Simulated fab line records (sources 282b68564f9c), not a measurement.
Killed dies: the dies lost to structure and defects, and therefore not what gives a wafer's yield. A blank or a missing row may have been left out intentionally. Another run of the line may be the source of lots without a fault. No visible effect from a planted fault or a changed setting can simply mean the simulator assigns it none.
Which tool was responsible? | flow rit cmos | Sampling: 14 lots, 42 wafers, 2 of 202 route steps

## WHAT THE GAUGES READ, wafer by wafer
The record lacks any reading of a measuring or inspecting step that a usual standard deviation could be used to judge.

## WHICH TOOL RAN EACH LOT (tool, then ch and the chambers of the sampled wafers, then the start)
lot  | RIT_M1_ANNEAL_15             | RIT_M1_PROBE_99
L819 | furnace-02 ch 0, day 3 11:40 | prober-01, day 3 13:17
L821 | furnace-02 ch 0, day 3 19:50 | prober-02, day 3 21:28
L823 | furnace-02 ch 0, day 4 06:50 | prober-02, day 4 08:34
L824 | furnace-02 ch 0, day 4 15:28 | prober-01, day 4 17:08
L825 | furnace-02 ch 0, day 4 18:10 | prober-02, day 4 19:47
L826 | furnace-02 ch 0, day 5 01:43 | prober-01, day 5 03:20
L827 | furnace-02 ch 0, day 5 06:09 | prober-02, day 5 07:49
L828 | furnace-02 ch 0, day 5 09:28 | prober-01, day 5 11:05
L829 | furnace-02 ch 0, day 5 16:07 | prober-02, day 5 17:44
L831 | furnace-02 ch 0, day 5 23:25 | prober-02, day 6 01:05
L830 | furnace-02 ch 0, day 6 01:13 | prober-01, day 6 02:56
L832 | furnace-02 ch 0, day 6 06:38 | prober-02, day 6 08:19
L837 | furnace-02 ch 0, day 7 07:07 | prober-02, day 7 08:44
L838 | furnace-02 ch 0, day 7 11:50 | prober-01, day 7 13:27
- RIT_M1_ANNEAL_15: time 1800 s.
- RIT_M1_PROBE_99

## AS READ BY THE TOOLS THEMSELVES (means over the sampled wafers that have a number; for cases with no such wafer, the mark the record gives instead)
RIT_M1_ANNEAL_15. Usual: spike tc centre C 451.1 C, standard deviation 0.97; spike tc load C 471.2 C, standard deviation 0.92; spike tc source C 466.3 C, standard deviation 1; tube center temp C 450 C, standard deviation 0.042; tube_center_temp_C_max 451.15, standard deviation 0.19; zone power centre pct 19.07 %, standard deviation 0.18; zone power load pct 6.94 %, standard deviation 0.068; zone power source pct 7.24 %, standard deviation 0.077.
lot  | tool       | spike tc centre C (C) | spike tc load C (C) | spike tc source C (C) | tube center temp C (C) | tube_center_temp_C_max | zone power centre pct (%) | zone power load pct (%) | zone power source pct (%) | flag
L819 | furnace-02 | 450.6                 | 471.2               | 466.4                 | 450                    | 451.23                 | 19.14                     | 6.90                    | 7.25                      |
L821 | furnace-02 | 452.6                 | 471.2               | 466.8                 | 450                    | 451.10                 | 19.00                     | 6.95                    | 7.31                      |
L823 | furnace-02 | 451.6                 | 471.0               | 466.0                 | 450                    | 450.90                 | 19.01                     | 6.94                    | 7.21                      |
L824 | furnace-02 | 451.1                 | 470.6               | 466.2                 | 450                    | 451.01                 | 18.89                     | 6.93                    | 7.23                      |
L825 | furnace-02 | 450.8                 | 471.4               | 467.0                 | 450                    | 451.16                 | 19.31                     | 6.94                    | 7.18                      |
L826 | furnace-02 | 451.5                 | 470.6               | 466.2                 | 450                    | 451.00                 | 19.02                     | 6.93                    | 7.23                      |
L827 | furnace-02 | 450.9                 | 471.4               | 467.5                 | 450                    | 451.12                 | 19.14                     | 6.95                    | 7.18                      |
L828 | furnace-02 | 451.3                 | 470.8               | 466.9                 | 450                    | 451.08                 | 19.10                     | 6.95                    | 7.20                      |
L829 | furnace-02 | 451.1                 | 471.1               | 467.2                 | 450                    | 451.04                 | 19.19                     | 6.96                    | 7.16                      |
L831 | furnace-02 | 451.0                 | 471.7               | 466.6                 | 450                    | 451.08                 | 19.10                     | 6.96                    | 7.23                      |
L830 | furnace-02 | 451.7                 | 471.1               | 466.4                 | 450                    | 451.01                 | 18.92                     | 6.97                    | 7.22                      |
L832 | furnace-02 | 450.5                 | 470.8               | 466.1                 | 450                    | 451.07                 | 19.06                     | 6.91                    | 7.25                      |
L837 | furnace-02 | 391.1                 | 410.3               | 404.6                 | 390                    | 391.48                 | 16.26                     | 5.43                    | 5.74                      | OFF
L838 | furnace-02 | 390.5                 | 410.2               | 405.0                 | 390                    | 391.20                 | 16.25                     | 5.46                    | 5.75                      | OFF

RIT_M1_PROBE_99. Usual: defect limited yield 97.3 %, standard deviation 1.3; killed_at_M0_to_M3 0.0, standard deviation 0.083; killed at contacts 0.0, standard deviation 0.18; killed at front end 7, standard deviation 3.4; killed dies 7, standard deviation 3.4; killed open 3.4, standard deviation 2; killed short 3.6, standard deviation 2.1; sort_bin_3_pad_short 0.2 %, standard deviation 0.3; sort_bin_5_function 1.5 %, standard deviation 0.83; sort_bin_6_memory 1.0 %, standard deviation 0.7; sort n pass 257, standard deviation 3.4; sort yield pct 97.3 %, standard deviation 1.3.
lot  | tool      | defect limited yield (%) | killed_at_M0_to_M3 | killed at contacts | killed at front end | killed dies | killed open | killed short | sort_bin_3_pad_short (%) | sort_bin_5_function (%) | sort_bin_6_memory (%) | sort n pass | sort yield pct (%) | flag
L819 | prober-01 | 97.3                     | 0.0                | 0.0                | 7                   | 7           | 4.3         | 2.7          | 0.1                      | 1.8                     | 0.8                   | 257         | 97.3               |
L821 | prober-02 | 98.2                     | 0.3                | 0.0                | 4                   | 5           | 2.0         | 2.7          | 0.1                      | 0.9                     | 0.8                   | 259         | 98.2               | OFF
L823 | prober-02 | 97.1                     | 0.0                | 0.0                | 8                   | 8           | 2.7         | 5.0          | 0.0                      | 2.0                     | 0.9                   | 256         | 97.1               |
L824 | prober-01 | 98.0                     | 0.0                | 0.0                | 5                   | 5           | 2.3         | 3.0          | 0.0                      | 1.5                     | 0.5                   | 259         | 98.0               |
L825 | prober-02 | 98.1                     | 0.0                | 0.0                | 5                   | 5           | 2.7         | 2.3          | 0.0                      | 1.2                     | 0.8                   | 259         | 98.1               |
L826 | prober-01 | 96.7                     | 0.0                | 0.3                | 8                   | 9           | 3.7         | 5.0          | 0.5                      | 1.8                     | 1.0                   | 255         | 96.7               |
L827 | prober-02 | 98.5                     | 0.0                | 0.0                | 4                   | 4           | 1.7         | 2.3          | 0.0                      | 0.8                     | 0.8                   | 260         | 98.5               |
L828 | prober-01 | 96.1                     | 0.0                | 0.0                | 10                  | 10          | 5.7         | 4.7          | 0.3                      | 2.7                     | 1.0                   | 254         | 96.1               |
L829 | prober-02 | 97.0                     | 0.0                | 0.3                | 8                   | 8           | 3.7         | 4.3          | 0.3                      | 1.6                     | 1.2                   | 256         | 97.0               |
L831 | prober-02 | 96.8                     | 0.0                | 0.0                | 8                   | 8           | 4.3         | 4.0          | 0.0                      | 2.3                     | 0.9                   | 256         | 96.8               |
L830 | prober-01 | 96.2                     | 0.0                | 0.0                | 10                  | 10          | 5.3         | 4.7          | 0.4                      | 2.1                     | 1.3                   | 254         | 96.2               |
L832 | prober-02 | 96.2                     | 0.0                | 0.0                | 10                  | 10          | 5.7         | 4.3          | 0.0                      | 2.4                     | 1.4                   | 254         | 96.2               |
L837 | prober-02 | 98.7                     | 0.0                | 0.0                | 3                   | 3           | 1.0         | 2.3          | 0.0                      | 0.5                     | 0.8                   | 261         | 98.7               |
L838 | prober-01 | 97.0                     | 0.0                | 0.0                | 8                   | 8           | 4.3         | 3.7          | 0.0                      | 1.6                     | 1.4                   | 256         | 97.0               |

## THE ANSWER, worked out from the rows above alone
Rule: take the mean of a lot's wafers that have a number; if it is more than 3 standard deviations from the usual mean, the lot is off. A lot without any number at a reading at which 4 lots or more have one is off too. The other lots that the step has rows for count as sound. Order of review: gauges by route order, followed by the tools' own readings, for which a lot's mean as printed above is used. At the first step where some lot is off, the reading lying furthest off is the one used; lots without a number count as furthest.
Off at RIT_M1_ANNEAL_15 (tube center temp C): L837, L838.
If a tool, at that step or one of the process steps before it, ran each lot that is off and ran no sound lot following the first of them, it fits. One candidate fits, namely furnace-02 at RIT_M1_ANNEAL_15. A fault onset in the window from L832 (day 6 06:38, its last sound lot) to L837 (day 7 07:07, its first lot off) fits.
The tool's own readings at RIT_M1_ANNEAL_15 bear it out: on the lots that are off they differ by more than 5 times the standard deviation of the sound lots' means. spike tc centre C reads 390.8 C there against 451.2 C on the sound lots; spike tc load C reads 410.2 C there against 471.1 C on the sound lots; spike tc source C reads 404.8 C there against 466.6 C on the sound lots; tube center temp C reads 390 C there against 450 C on the sound lots; tube_center_temp_C_max reads 391.34 there against 451.07 on the sound lots; zone power centre pct reads 16.26 % there against 19.07 % on the sound lots; zone power load pct reads 5.45 % there against 6.94 % on the sound lots; zone power source pct reads 5.75 % there against 7.22 % on the sound lots.

## WHAT THE SIMULATOR PUT IN
Process parameter drift: furnace-02, from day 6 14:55 on, at RIT_M1_ANNEAL_15. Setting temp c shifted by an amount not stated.
Lots struck among those shown: L837, L838. The rule above reached the same finding.
